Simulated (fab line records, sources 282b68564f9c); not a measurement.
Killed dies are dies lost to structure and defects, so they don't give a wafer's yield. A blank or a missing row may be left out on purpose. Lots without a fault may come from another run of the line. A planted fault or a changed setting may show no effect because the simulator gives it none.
fab line records | flow rit_cmos
record lots=6 wafers=18 last_day=8
route steps=202 shown ACTIVE@11 FOX1@20 FOX2@23 NWELL@28 PWELL@39 WELLDRIVE@50 SILICIDE@161 M1@202
lots that met no fault: from a run of the same line without faults
start_h: hours from the record's first day to the start of the lot's first wafer shown | wait_h: hours since the lot's step before | " the same as in the row above | L1.1+2: a row that stands for several wafers | - no value, or no start given | * or withheld: withheld | < > ~ a bound
route shown NAME@n: a module of which the file shows steps, and the number in the route of the first | usual: mean/standard deviation of fault-free wafers | same: alike in all rows | chamber/n: place in a boat | sites: the reading at each site | _std_site: their standard deviation | _edge_site: outer sites' mean less inner sites' | radius_mm: how far each site lies from the wafer's centre | mask NAME#n: copy n | behind: the tool/chamber that last shaped the wafer | hold: why the lot was held/for how many hours/how that ended | device: the transistor (n, p or np) that didn't switch | end of line: the same wafers' tests at the end of the route | a step without rows: its recipe alone | killed: dies lost to structure and defects at the first sort, not the wafer's yield | map: a wafer's dies, x killed, . not, _ none there
set.NAME: the setting as run; set.NAME@STEP: as run at that earlier step | model.NAME: the simulator's own value behind a step, which no gauge read
lots at some steps of the route; a table a step, a row a wafer
services: from which hour (start_h, from the record's first day; less than 0 if before it) a tool's chamber was out of use, for how many hours, and why
## steps
# step RIT_ACTIVE_DEVELOP_10
# recipe resist=NOVOLAK develop_time_s=50 dev_temp_c=23
# step RIT_ACTIVE_CD_MEAS_11
# recipe target_cd_nm=1400
# usual cd_nm=1399.9/2.2
# columns lot.wafer tool chamber start_h wait_h cd_nm
L631.2 cd_sem-02 - 44.46 - 1399.0
L631.3 " - " " 1402.0
L631.5 " - " " 1400.8
L632.1 cd_sem-01 - 52.30 - 1398.2
L632.5 " - " " 1399.6
L632.6 " - " " 1398.6
L633.3 cd_sem-01 - 57.29 - 1396.2
L633.4 " - " " 1399.2
L633.6 " - " " 1394.7
L640.2 cd_sem-01 - 89.58 - 1401.2
L640.3 " - " " 1399.9
L640.4 " - " " 1401.1
L641.3 cd_sem-01 - 94.71 - 1399.6
L641.5 " - " " 1399.7
L641.6 " - " " 1402.9
L648.4 cd_sem-01 - 130.34 - 1402.0
L648.5 " - " " 1399.7
L648.6 " - " " 1402.0
# step RIT_ACTIVE_HARDBAKE_12
# recipe resist=NOVOLAK temp_c=139.1 time_s=60
# step RIT_ACTIVE_ETCH_13
# recipe stop_on=SiO2 chemistry=SF6 target=Si3N4 time_s=210 over_etch_frac=0.4 SF6_flow_sccm=200 pressure_mtorr=260 rf_w=125 target_depth_a=2100
# usual chamber_pressure_mTorr=260.00/0.21 drypump_motor_current_A=6.0/0.46 oes_product_au=0.824/0.011 throttle_valve_pct=7.48/0.13
# columns lot.wafer tool chamber start_h wait_h chamber_pressure_mTorr drypump_motor_current_A oes_product_au rf_hours_counter_h throttle_valve_pct
L631.2 rie_diel-03 1 44.71 0.1 259.87 5.9 0.815 144 7.30
L631.3 " 0 " " 259.76 5.3 0.822 9 7.54
L631.5 " 0 " " 260.01 5.3 0.833 - 7.53
L632.1 rie_diel-03 3 52.57 0.1 259.98 5.8 0.838 8 7.38
L632.5 " 1 " " 260.04 5.8 0.825 - 7.29
L632.6 " 0 " " 259.75 5.3 0.828 - 7.56
L633.3 rie_diel-02 1 57.52 0.1 259.97 6.2 0.835 21 7.39
L633.4 " 2 " " 260.11 6.5 0.813 8 7.46
L633.6 " 2 " " 259.94 6.5 0.812 - 7.46
L640.2 rie_diel-03 0 89.83 0.1 260.02 5.3 0.822 11 7.54
L640.3 " 2 " " 259.78 5.1 0.829 1 7.26
L640.4 " 1 " " 260.18 5.9 0.801 145 7.30
L641.3 rie_diel-02 1 94.94 0.1 260.37 6.3 0.829 22 7.39
L641.5 " 2 " " 259.63 6.5 0.820 - 7.45
L641.6 " 1 " " 260.17 6.3 0.847 - 7.40
L648.4 rie_diel-03 2 130.55 0.1 260.25 5.1 0.839 1 7.26
L648.5 " 2 " " 259.99 5.1 0.836 - 7.26
L648.6 " 1 " " 260.24 5.9 0.824 - 7.30
# step RIT_ACTIVE_STRIP_14
# recipe chemistry=O2 time_s=180 resist=NOVOLAK platen_temp_c=withheld power_w=500 pressure_mtorr=4000 o2_flow_sccm=4000
# usual chamber_pressure_mTorr=4000/3.6 drypump_motor_current_A=5.8/0.49 o2_flow_sccm=4001/12
# columns lot.wafer tool chamber start_h wait_h chamber_pressure_mTorr drypump_motor_current_A o2_flow_sccm rf_hours_counter_h
L631.2 plasma_asher-03 0 44.84 0.1 3996 5.8 4004 30
L631.3 " 0 " " 4003 5.7 4024 -
L631.5 " 1 " " 4002 5.1 4012 -
L632.1 plasma_asher-04 1 52.70 0.1 3999 5.2 3984 47
L632.5 " 0 " " 4000 6.6 4028 -
L632.6 " 1 " " 4006 5.2 3979 -
L633.3 plasma_asher-03 0 57.71 0.1 4002 5.7 3983 -
L633.4 " 1 " " 3998 5.1 3999 -
L633.6 " 1 " " 3995 5.1 3989 -
L640.2 plasma_asher-01 0 89.97 0.1 4007 5.7 4002 50
L640.3 " 0 " " 4000 5.8 4002 -
L640.4 " 1 " " 4001 6.3 3985 -
L641.3 plasma_asher-01 1 95.13 0.1 3998 6.3 3989 -
L641.5 " 0 " " 4000 5.8 4005 -
L641.6 " 1 " " 4006 6.3 4006 -
L648.4 plasma_asher-04 0 130.74 0.1 3996 6.7 3994 -
L648.5 " 1 " " 4001 5.2 3986 -
L648.6 " 0 " " 3995 6.6 3989 -
# step RIT_ACTIVE_CD_MEAS_90
# recipe target_cd_nm=1400
# usual cd_nm=1399.9/2.2
# columns lot.wafer tool chamber start_h wait_h cd_nm
L631.2 cd_sem-02 - 45.04 0.1 1399.2
L631.3 " - " " 1402.1
L631.5 " - " " 1400.8
L632.1 cd_sem-02 - 52.88 0.1 1398.2
L632.5 " - " " 1399.2
L632.6 " - " " 1399.2
L633.3 cd_sem-01 - 57.87 0.1 1396.5
L633.4 " - " " 1399.1
L633.6 " - " " 1394.8
L640.2 cd_sem-02 - 90.16 0.1 1401.0
L640.3 " - " " 1400.0
L640.4 " - " " 1401.3
L641.3 cd_sem-02 - 95.29 0.1 1399.5
L641.5 " - " " 1399.7
L641.6 " - " " 1402.9
L648.4 cd_sem-02 - 130.92 0.1 1402.0
L648.5 " - " " 1399.8
L648.6 " - " " 1402.1
# step RIT_ACTIVE_CLEAN_15
# recipe chemistry=SC1 mix=3:3:50 time_s=600 temp_c=75
# step RIT_ACTIVE_CLEAN_16
# recipe chemistry=dHF dilution=50:1 time_s=29.33
# step RIT_ACTIVE_CLEAN_17
# recipe chemistry=SC2 mix=3:3:50 time_s=600 temp_c=75 dry=n2_spin
# step RIT_FOX1_OXIDATION_00
# recipe temp_c=1100 ambient=H2O target_thk_a=3507 p_h2o_torr=720 ox_time_s=1130
# step RIT_FOX1_THK_MEAS_01
# recipe reads=SiO2_of_FOX1_OXIDATION_00
# usual FOX1_OXIDE_THK=349/7.8
# columns lot.wafer tool chamber start_h wait_h FOX1_OXIDE_THK[nm]
L631.2 film_metro-02 - 47.50 0.0 354
L631.3 " - " " 360
L631.5 " - " " 356
L632.1 film_metro-03 - 54.91 0.0 351
L632.5 " - " " 346
L632.6 " - " " 345
L633.3 film_metro-02 - 59.65 0.0 345
L633.4 " - " " 344
L633.6 " - " " 347
L640.2 film_metro-03 - 93.38 0.0 360
L640.3 " - " " 354
L640.4 " - " " 357
L641.3 film_metro-01 - 98.39 0.0 333
L641.5 " - " " 339
L641.6 " - " " 345
L648.4 film_metro-02 - 135.18 0.0 357
L648.5 " - " " 371
L648.6 " - " " 361
# step RIT_FOX1_WET_ETCH_02
# recipe chemistry=BOE target_depth_nm=350 time_s=390 temp_c=21.5 dry=n2_spin dilution=10:1 target=SiO2
# step RIT_FOX2_OXIDATION_00
# recipe temp_c=1100 ambient=H2O target_thk_a=3507 p_h2o_torr=720 ox_time_s=1130
# usual ox_time_s=1130/0 zone_power_source_pct=42.4/2.2
# columns lot.wafer tool chamber start_h wait_h ox_time_s zone_power_source_pct model.SiO2_of_FOX2_OXIDATION_00.thk_nm
L631.2 furnace-04 0 48.19 0.5 1130 40.9 357.5
L631.3 " 0 " " 1130 40.5 350.2
L631.5 " 0 " " 1130 40.3 353.3
L632.1 furnace-02 0 55.20 0.0 1130 42.0 340.2
L632.5 " 0 " " 1130 41.3 333.2
L632.6 " 0 " " 1130 41.8 334.6
L633.3 furnace-04 0 59.80 0.0 1130 40.1 348.2
L633.4 " 0 " " 1130 40.3 352.6
L633.6 " 0 " " 1130 39.9 352.5
L640.2 furnace-02 0 93.55 0.0 1028.3 41.5 324.8
L640.3 " 0 " " 1028.3 40.8 325.8
L640.4 " 0 " " 1028.3 41.0 320.3
L641.3 furnace-02 0 99.87 1.3 1028.3 40.4 321.7
L641.5 " 0 " " 1028.3 41.6 320
L641.6 " 0 " " 1028.3 41.5 319.9
L648.4 furnace-03 0 136.60 1.3 1130 45.9 348.3
L648.5 " 0 " " 1130 45.7 352.9
L648.6 " 0 " " 1130 46.0 350.1
# step RIT_FOX2_THK_MEAS_01
# recipe reads=SiO2_of_FOX2_OXIDATION_00
# usual FOX2_OXIDE_THK=350/6.3
# columns lot.wafer tool chamber start_h wait_h FOX2_OXIDE_THK[nm]
L631.2 film_metro-02 - 49.51 0.0 358
L631.3 " - " " 350
L631.5 " - " " 353
L632.1 film_metro-02 - 56.51 0.0 340
L632.5 " - " " 333
L632.6 " - " " 335
L633.3 film_metro-02 - 61.14 0.0 348
L633.4 " - " " 353
L633.6 " - " " 352
L640.2 film_metro-03 - 94.88 0.0 325
L640.3 " - " " 326
L640.4 " - " " 320
L641.3 film_metro-02 - 101.20 0.0 322
L641.5 " - " " 320
L641.6 " - " " 320
L648.4 film_metro-02 - 137.94 0.0 348
L648.5 " - " " 353
L648.6 " - " " 350
# step RIT_FOX2_CLEAN_02
# recipe chemistry=dHF dilution=50:1 time_s=180
# step RIT_FOX2_WET_ETCH_03
# recipe chemistry=H3PO4 target=Si3N4 target_depth_nm=195 temp_c=165 time_s=2700
# step RIT_FOX2_THK_MEAS_90
# recipe reads=SiO2_of_FOX2_OXIDATION_00
# usual FIELD_OXIDE_LEFT_1_THK=322/6.4
# columns lot.wafer tool chamber start_h wait_h FIELD_OXIDE_LEFT_1_THK[nm]
L631.2 film_metro-02 - 50.46 0.0 330
L631.3 " - " " 323
L631.5 " - " " 326
L632.1 film_metro-02 - 58.15 0.0 312
L632.5 " - " " 306
L632.6 " - " " 307
L633.3 film_metro-04 - 62.78 0.0 321
L633.4 " - " " 326
L633.6 " - " " 326
L640.2 film_metro-02 - 95.82 0.0 297
L640.3 " - " " 298
L640.4 " - " " 293
L641.3 film_metro-04 - 102.08 0.0 294
L641.5 " - " " 293
L641.6 " - " " 293
L648.4 film_metro-04 - 138.82 0.0 321
L648.5 " - " " 326
L648.6 " - " " 323
# step RIT_NWELL_HMDS_00
# recipe prime_time_s=60 prime_temp_c=140
# step RIT_NWELL_COAT_01
# recipe resist=NOVOLAK spin_rpm=2000 resist_thk_nm=1300
# step RIT_NWELL_SOFTBAKE_02
# recipe resist=NOVOLAK temp_c=90 time_s=60
# step RIT_NWELL_EXPOSE_03
# recipe mask_id=M2 na=0.57 target_cd_nm=43900 dose_mj=250
# step RIT_NWELL_PEB_04
# recipe resist=NOVOLAK temp_c=withheld time_s=withheld
# step RIT_NWELL_DEVELOP_05
# recipe resist=NOVOLAK develop_time_s=68 dev_temp_c=23
# step RIT_NWELL_OVL_MEAS_06
# usual NWELL_OVL=0.8/1.3
# columns lot.wafer tool chamber start_h wait_h NWELL_OVL[nm]
L631.2 overlay-01 - 51.39 - 0.6
L631.3 " - " " -0.1
L631.5 " - " " 0.7
L632.1 overlay-02 - 59.21 - 0.3
L632.5 " - " " 0.7
L632.6 " - " " 1.0
L633.3 overlay-01 - 63.71 - 0.7
L633.4 " - " " -1.5
L633.6 " - " " -0.3
L640.2 overlay-02 - 96.97 - 0.0
L640.3 " - " " 0.9
L640.4 " - " " 1.6
L641.3 overlay-01 - 103.14 - 2.2
L641.5 " - " " 2.0
L641.6 " - " " 1.3
L648.4 overlay-02 - 139.75 - 0.4
L648.5 " - " " -1.1
L648.6 " - " " -0.3
# step RIT_NWELL_HARDBAKE_07
# recipe resist=NOVOLAK temp_c=140 time_s=120
# step RIT_NWELL_IMPLANT_08
# recipe species=P energy_kev=168.7 dose_cm2=5e+13 tilt_deg=7
# step RIT_NWELL_STRIP_09
# recipe chemistry=O2 time_s=180 resist=NOVOLAK platen_temp_c=withheld power_w=500 pressure_mtorr=4000 o2_flow_sccm=4000
# usual chamber_pressure_mTorr=4000/3.8 drypump_motor_current_A=6.0/0.51 o2_flow_sccm=4000/12
# columns lot.wafer tool chamber start_h wait_h chamber_pressure_mTorr drypump_motor_current_A o2_flow_sccm rf_hours_counter_h
L631.2 plasma_asher-01 0 51.82 0.1 4009 5.7 3998 45
L631.3 " 0 " " 4000 5.7 3977 -
L631.5 " 1 " " 3997 6.3 3999 -
L632.1 plasma_asher-04 1 59.84 0.1 4004 5.2 4026 47
L632.5 " 0 " " 4002 6.6 3998 -
L632.6 " 1 " " 4004 5.2 4018 -
L633.3 plasma_asher-01 0 64.36 0.1 3997 5.8 4013 -
L633.4 " 1 " " 4003 6.3 4008 -
L633.6 " 1 " " 3998 6.3 4022 -
L640.2 plasma_asher-04 1 97.40 0.1 3996 5.2 4004 52
L640.3 " 0 " " 4000 6.7 4001 -
L640.4 " 1 " " 4001 5.2 4001 -
L641.3 plasma_asher-01 1 103.62 0.1 4003 6.3 3989 -
L641.5 " 1 " " 3999 6.3 3987 -
L641.6 " 0 " " 3997 5.8 3994 -
L648.4 plasma_asher-01 1 140.23 0.1 4003 6.3 4017 -
L648.5 " 1 " " 3996 6.3 4019 -
L648.6 " 0 " " 4000 5.7 4008 -
# step RIT_NWELL_TW_MEAS_10
# usual NWELL_TW=2136/29
# columns lot.wafer tool chamber start_h wait_h NWELL_TW
L631.2 film_metro-02 - 52.01 0.1 2111
L631.3 " - " " 2112
L631.5 " - " " 2096
L632.1 film_metro-02 - 60.01 0.1 2104
L632.5 " - " " 2115
L632.6 " - " " 2094
L633.3 film_metro-01 - 64.50 0.1 2170
L633.4 " - " " 2178
L633.6 " - " " 2178
L640.2 film_metro-04 - 97.58 0.1 2125
L640.3 " - " " 2117
L640.4 " - " " 2125
L641.3 film_metro-04 - 103.76 0.1 2130
L641.5 " - " " 2127
L641.6 " - " " 2124
L648.4 film_metro-02 - 140.37 0.1 2102
L648.5 " - " " 2097
L648.6 " - " " 2108
# step RIT_PWELL_HMDS_00
# recipe prime_time_s=60 prime_temp_c=140
# step RIT_PWELL_COAT_01
# recipe resist=NOVOLAK spin_rpm=2000 resist_thk_nm=1300
# step RIT_PWELL_SOFTBAKE_02
# recipe resist=NOVOLAK temp_c=90 time_s=60
# step RIT_PWELL_EXPOSE_03
# recipe mask_id=M3 na=0.57 target_cd_nm=43700 dose_mj=250
# step RIT_PWELL_PEB_04
# recipe resist=NOVOLAK temp_c=withheld time_s=withheld
# step RIT_PWELL_DEVELOP_05
# recipe resist=NOVOLAK develop_time_s=68 dev_temp_c=23
# step RIT_PWELL_OVL_MEAS_06
# usual PWELL_OVL=0.2/1.4
# columns lot.wafer tool chamber start_h wait_h PWELL_OVL[nm]
L631.2 overlay-01 - 52.95 - 0.5
L631.3 " - " " 0.2
L631.5 " - " " -0.7
L632.1 overlay-01 - 60.95 - -0.8
L632.5 " - " " -0.8
L632.6 " - " " -0.8
L633.3 overlay-02 - 65.55 - 1.6
L633.4 " - " " 1.9
L633.6 " - " " 1.7
L640.2 overlay-01 - 98.65 - 2.0
L640.3 " - " " 3.3
L640.4 " - " " 2.8
L641.3 overlay-01 - 104.82 - -0.7
L641.5 " - " " -1.0
L641.6 " - " " -0.6
L648.4 overlay-02 - 141.40 - 0.8
L648.5 " - " " 0.6
L648.6 " - " " 0.0
# step RIT_PWELL_HARDBAKE_07
# recipe resist=NOVOLAK temp_c=140 time_s=120
# step RIT_PWELL_IMPLANT_08
# recipe species=B energy_kev=170 dose_cm2=7e+13 tilt_deg=7
# step RIT_PWELL_STRIP_09
# recipe chemistry=O2 time_s=180 resist=NOVOLAK platen_temp_c=withheld power_w=500 pressure_mtorr=4000 o2_flow_sccm=4000
# usual chamber_pressure_mTorr=4000/3.6 drypump_motor_current_A=5.8/0.48 o2_flow_sccm=4000/12
# columns lot.wafer tool chamber start_h wait_h chamber_pressure_mTorr drypump_motor_current_A o2_flow_sccm rf_hours_counter_h
L631.2 plasma_asher-02 1 53.38 0.1 3999 6.5 4002 24
L631.3 " 1 " " 4000 6.5 3999 -
L631.5 " 0 " " 4007 5.4 3978 -
L632.1 plasma_asher-03 0 61.39 0.1 4005 5.7 3995 32
L632.5 " 1 " " 3999 5.1 3988 -
L632.6 " 0 " " 4001 5.8 4000 -
L633.3 plasma_asher-01 0 66.04 0.1 4002 5.7 4012 -
L633.4 " 1 " " 3997 6.3 3995 -
L633.6 " 0 " " 3994 5.8 4011 -
L640.2 plasma_asher-02 1 99.08 0.1 3998 6.5 3985 29
L640.3 " 1 " " 4000 6.5 3984 -
L640.4 " 0 " " 3995 5.4 3983 -
L641.3 plasma_asher-01 1 105.30 0.1 3995 6.3 4010 -
L641.5 " 1 " " 4008 6.3 4022 -
L641.6 " 0 " " 4000 5.8 3994 -
L648.4 plasma_asher-01 1 141.87 0.1 4001 6.3 4009 -
L648.5 " 0 " " 4001 5.8 3994 -
L648.6 " 1 " " 3997 6.3 4030 -
# step RIT_PWELL_TW_MEAS_10
# usual PWELL_TW=947/11
# columns lot.wafer tool chamber start_h wait_h PWELL_TW
L631.2 film_metro-01 - 53.56 0.1 967
L631.3 " - " " 969
L631.5 " - " " 960
L632.1 film_metro-04 - 61.57 0.1 934
L632.5 " - " " 936
L632.6 " - " " 937
L633.3 film_metro-02 - 66.17 0.1 935
L633.4 " - " " 936
L633.6 " - " " 936
L640.2 film_metro-01 - 99.26 0.1 960
L640.3 " - " " 960
L640.4 " - " " 963
L641.3 film_metro-02 - 105.44 0.1 942
L641.5 " - " " 944
L641.6 " - " " 937
L648.4 film_metro-02 - 142.02 0.1 940
L648.5 " - " " 935
L648.6 " - " " 931
# step RIT_WELLDRIVE_ANNEAL_00
# recipe temp_c=1100 time_s=14700 ambient=N2
# step RIT_WELLDRIVE_RS_MEAS_01
# recipe thk_meas_gauge=four-point-probe
# usual NWELL_RS=275.4/0.67
# columns lot.wafer tool chamber start_h wait_h NWELL_RS[ohm/sq]
L631.2 film_metro-02 - 58.71 0.0 276.0
L631.3 " - " " 275.8
L631.5 " - " " 276.1
L632.1 film_metro-02 - 66.71 0.0 275.9
L632.5 " - " " 275.2
L632.6 " - " " 275.8
L633.3 film_metro-02 - 71.83 0.0 276.1
L633.4 " - " " 277.0
L633.6 " - " " 276.3
L640.2 film_metro-01 - 105.02 0.0 275.6
L640.3 " - " " 275.8
L640.4 " - " " 276.3
L641.3 film_metro-01 - 111.62 0.0 274.4
L641.5 " - " " 274.8
L641.6 " - " " 274.3
L648.4 film_metro-04 - 150.43 0.1 275.0
L648.5 " - " " 274.5
L648.6 " - " " 274.5
# step RIT_WELLDRIVE_RS_MEAS_02
# recipe thk_meas_gauge=four-point-probe
# usual PWELL_RS=429.7/1.1
# columns lot.wafer tool chamber start_h wait_h PWELL_RS[ohm/sq]
L631.2 film_metro-02 - 58.83 0.1 430.8
L631.3 " - " " 431.4
L631.5 " - " " 430.7
L632.1 film_metro-02 - 66.83 0.1 429.2
L632.5 " - " " 428.4
L632.6 " - " " 428.1
L633.3 film_metro-02 - 71.95 0.1 431.0
L633.4 " - " " 431.4
L633.6 " - " " 429.1
L640.2 film_metro-01 - 105.14 0.1 428.9
L640.3 " - " " 429.8
L640.4 " - " " 429.2
L641.3 film_metro-01 - 111.74 0.1 429.7
L641.5 " - " " 429.8
L641.6 " - " " 429.8
L648.4 film_metro-04 - 150.55 0.1 431.5
L648.5 " - " " 431.2
L648.6 " - " " 429.5
# step RIT_FOX2_THK_MEAS_91
# recipe reads=SiO2_of_FOX2_OXIDATION_00
# usual FIELD_OXIDE_LEFT_2_THK=254/6.3
# columns lot.wafer tool chamber start_h wait_h FIELD_OXIDE_LEFT_2_THK[nm]
L631.2 film_metro-03 - 63.00 0.0 263
L631.3 " - " " 256
L631.5 " - " " 259
L632.1 film_metro-04 - 71.04 0.0 244
L632.5 " - " " 238
L632.6 " - " " 239
L633.3 film_metro-03 - 75.64 0.0 254
L633.4 " - " " 258
L633.6 " - " " 258
L640.2 film_metro-02 - 108.86 0.0 229
L640.3 " - " " 230
L640.4 " - " " 224
L641.3 film_metro-04 - 115.52 0.0 226
L641.5 " - " " 225
L641.6 " - " " 225
L648.4 film_metro-04 - 154.45 0.0 253
L648.5 " - " " 259
L648.6 " - " " 255
# step RIT_SILICIDE_WET_ETCH_00
# recipe chemistry=BOE target=SiO2 target_depth_nm=14 time_s=15 dry=n2_spin dilution=10:1 temp_c=21.5
# columns lot.wafer tool chamber start_h wait_h model.SiO2_of_FOX2_OXIDATION_00.thk_nm
L631.2 wet_bench-03 0 79.87 0.1 159.8
L631.3 " 0 " " 150.7
L631.5 " 0 " " 153.3
L632.1 wet_bench-02 1 90.23 0.1 138.9
L632.5 " 1 " " 134.8
L632.6 " 1 " " 133.2
L633.3 wet_bench-02 3 93.05 0.1 147.5
L633.4 " 3 " " 154.1
L633.6 " 3 " " 153.1
L640.2 wet_bench-03 2 129.95 0.1 123.2
L640.3 " 2 " " 125.5
L640.4 " 2 " " 120.2
L641.3 wet_bench-03 2 138.32 0.1 122.5
L641.5 " 2 " " 120
L641.6 " 2 " " 120.7
L648.4 wet_bench-02 3 175.79 0.0 148.4
L648.5 " 3 " " 155
L648.6 " 3 " " 151.4
# step RIT_M1_PROBE_99
# usual killed_at_contacts=0.1/0.3 killed_at_front_end=6.5/2.9 killed_dies=6.6/3 killed_open=3.3/2 killed_short=3.3/1.9
# same gross_dies=264 killed_at_M0_to_M3=0 killed_at_M4_up=0 killed_at_back_side=0 killed_at_other=0
# columns lot.wafer tool chamber start_h wait_h killed_at_contacts killed_at_front_end killed_dies killed_open killed_short model.etest.field_n.vt_v model.etest.field_p_metal.vt_v model.etest.poly_comb_over_steps.leak_log10_a_um model.etest.iso_nwell_nwell.bv_v model.etest.pmos_narrow.vt_less_v
L631.2 prober-01 - 86.69 0.1 0 10 10 8 2 35.62 -28.69 -12.7 22.43 0.02158
L631.3 prober-01 - 86.74 0.2 0 6 6 3 3 34.73 -28.88 -12.7 22.59 0.02065
L631.5 prober-01 - 86.84 0.2 0 5 5 1 4 35.12 -28.39 -12.86 22.25 0.02234
L632.1 prober-02 - 99.99 0.1 0 9 9 4 5 33.34 -27.8 -12.73 21.89 0.02121
L632.5 prober-02 - 100.19 0.2 0 7 7 3 4 32.45 -29.93 -12.83 21.84 0.02624
L632.6 prober-02 - 100.24 0.2 0 5 5 4 1 32.58 -28.67 -12.57 22.05 0.02006
L633.3 prober-01 - 100.09 0.2 0 5 5 1 4 34.5 -28.08 -12.77 21.98 0.02105
L633.4 prober-01 - 100.14 0.2 0 6 6 2 4 34.91 -28.48 -12.88 22.48 0.01884
L633.6 prober-01 - 100.24 0.2 0 3 3 0 3 35.08 -28.36 -12.79 22.08 0.02185
L640.2 prober-02 - 136.77 0.1 1 4 5 5 0 30.95 -31.07 -11.75 21.75 0.01323
L640.3 prober-02 - 136.82 0.2 0 1 1 0 1 31.12 -31.59 -11.26 21.73 0.01578
L640.4 prober-02 - 136.87 0.2 1 13 14 7 7 30.38 -32.33 -12.53 21.85 0.01715
L641.3 prober-01 - 147.28 0.2 0 8 8 2 6 30.91 -30.98 -12.31 21.61 0.0199
L641.5 prober-01 - 147.38 0.2 0 7 7 4 3 30.6 -31.23 -12.82 21.5 0.0177
L641.6 prober-01 - 147.43 0.2 0 8 8 3 5 30.71 -32.03 -12.34 21.74 0.01825
L648.4 prober-02 - 184.26 0.2 0 5 5 3 2 34.5 -28.67 -12.58 22.23 0.02064
L648.5 prober-02 - 184.31 0.2 0 8 8 3 5 35.13 -29.06 -12.31 22.26 0.02466
L648.6 prober-02 - 184.36 0.2 0 4 4 1 3 34.8 -29.25 -12.18 22.34 0.02293
# killed by level:class
L631.2 SPACER:geometric_particle:open=4 SILICIDE:geometric_particle:open=2 GATE:geometric_particle:open=1 GATE:geometric_particle:short=1 REOX:geometric_particle:open=1 SPACER:geometric_particle:short=1
L631.3 SPACER:geometric_particle:short=3 FOX1:geometric_particle:open=1 FOX2:geometric_particle:open=1 GATE:geometric_particle:open=1
L631.5 GATE:geometric_particle:short=2 FOX2:geometric_particle:short=1 SPACER:geometric_particle:open=1 SPACER:geometric_particle:short=1
L632.1 FOX2:geometric_particle:open=2 FOX2:geometric_particle:short=1 GATE:geometric_particle:short=1 GATE:geometric_particle:open=1 REOX:geometric_particle:short=1 SPACER:geometric_particle:open=1 SPACER:geometric_particle:short=1 SILICIDE:geometric_particle:short=1
L633.3 GATE:geometric_particle:short=2 ACTIVE:geometric_particle:short=1 FOX1:geometric_particle:short=1 GATE:geometric_particle:open=1
L633.4 GATE:geometric_particle:short=2 FOX1:geometric_particle:short=1 GATE:geometric_particle:open=1 SILICIDE:geometric_particle:open=1 SILICIDE:geometric_particle:short=1
L632.5 GATE:geometric_particle:short=3 REOX:geometric_particle:open=2 REOX:geometric_particle:short=1 SILICIDE:geometric_particle:open=1
L632.6 GATE:geometric_particle:open=4 GATE:geometric_particle:short=1
L633.6 SPACER:geometric_particle:short=2 GATE:geometric_particle:short=1
L640.2 REOX:geometric_particle:open=2 FOX2:geometric_particle:open=1 GATE:geometric_particle:open=1 CONTACT:geometric_particle:open=1
L640.3 FOX1:geometric_particle:short=1
L640.4 GATE:geometric_particle:open=3 FOX1:geometric_particle:short=2 GATE:geometric_particle:short=2 REOX:geometric_particle:open=2 REOX:geometric_particle:short=2 SPACER:geometric_particle:short=1 SILICIDE:geometric_particle:open=1 CONTACT:geometric_particle:open=1
L641.3 GATE:geometric_particle:short=4 SPACER:geometric_particle:short=2 GATE:geometric_particle:open=1 SPACER:geometric_particle:open=1
L641.5 FOX1:geometric_particle:open=2 SPACER:geometric_particle:open=2 FOX1:geometric_particle:short=1 GATE:geometric_particle:short=1 SPACER:geometric_particle:short=1
L641.6 SPACER:geometric_particle:short=3 GATE:geometric_particle:short=2 SPACER:geometric_particle:open=2 FOX2:geometric_particle:open=1
L648.4 GATE:geometric_particle:short=2 GATE:geometric_particle:open=2 REOX:geometric_particle:open=1
L648.5 FOX1:geometric_particle:short=2 FOX1:geometric_particle:open=2 GATE:geometric_particle:short=2 SPACER:geometric_particle:open=1 SPACER:geometric_particle:short=1
L648.6 GATE:geometric_particle:short=3 SPACER:geometric_particle:open=1
## services
# columns tool chamber start_h hours kind
furnace-03 - 27.02 3.2 pm
rie_diel-02 1 36.91 5.5 repair
rie_diel-02 0 38.50 2.1 repair
rie_diel-03 2 39.61 - clean
rie_diel-03 2 39.61 23.6 scheduled_down
rie_diel-03 2 39.61 23.6 vent_cycle
furnace-02 - 76.75 4.0 pm
furnace-04 - 88.56 78.9 pm
rie_diel-03 3 97.68 2.4 repair
plasma_asher-04 - 108.75 9.0 pm
plasma_asher-04 0 108.75 9.0 vent_cycle
plasma_asher-04 1 108.75 9.0 vent_cycle
rie_diel-03 3 110.18 6.8 repair
plasma_asher-04 0 117.75 - clean
plasma_asher-04 1 117.75 - clean
rie_diel-02 1 120.10 5.9 repair
rie_diel-03 - 125.75 2.8 pm
rie_diel-02 0 162.70 20.9 repair
furnace-04 - 167.42 8.4 pm
rie_diel-03 1 174.50 - clean
## key
first_sign step=RIT_FOX2_OXIDATION_00 reading=ox_time_s direction=down sigmas=99+ usual=* struck=*
effect step=RIT_FOX2_THK_MEAS_01 reading=FOX2_OXIDE_THK direction=down sigmas=4.3 usual=350 struck=322
effect step=RIT_FOX2_THK_MEAS_90 reading=FIELD_OXIDE_LEFT_1_THK direction=down sigmas=4.3 usual=322 struck=295
effect step=RIT_FOX2_THK_MEAS_91 reading=FIELD_OXIDE_LEFT_2_THK direction=down sigmas=4.4 usual=254 struck=227
model_effect step=RIT_FOX2_OXIDATION_00 value=SiO2_of_FOX2_OXIDATION_00.thk_nm without=341.6 struck=322.1
model_effect step=RIT_SILICIDE_WET_ETCH_00 value=SiO2_of_FOX2_OXIDATION_00.thk_nm without=141.5 struck=122
model_effect step=RIT_M1_PROBE_99 value=etest.field_n.vt_v without=33.44 struck=30.78
met_at RIT_FOX2_OXIDATION_00
struck_wafers L640.2,L640.3,L640.4,L641.3,L641.5,L641.6
tester_left_out L640,L641
onset_between 55.20 93.55
fault kind=process_parameter_drift tool=furnace-02 chamber=- onset_h=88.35 steps=RIT_FOX2_OXIDATION_00 channel=ox_time_s offset=* shape=step end_h=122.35 acts_in=* stated=*
# tester_left_out: of these lots the tester's yield and bins aren't shown, on N5 and GAA mostly nor the transistor test; their killed dies are dies lost to structure and defects alone, not to doping, threshold or leakage, so they don't give the yield
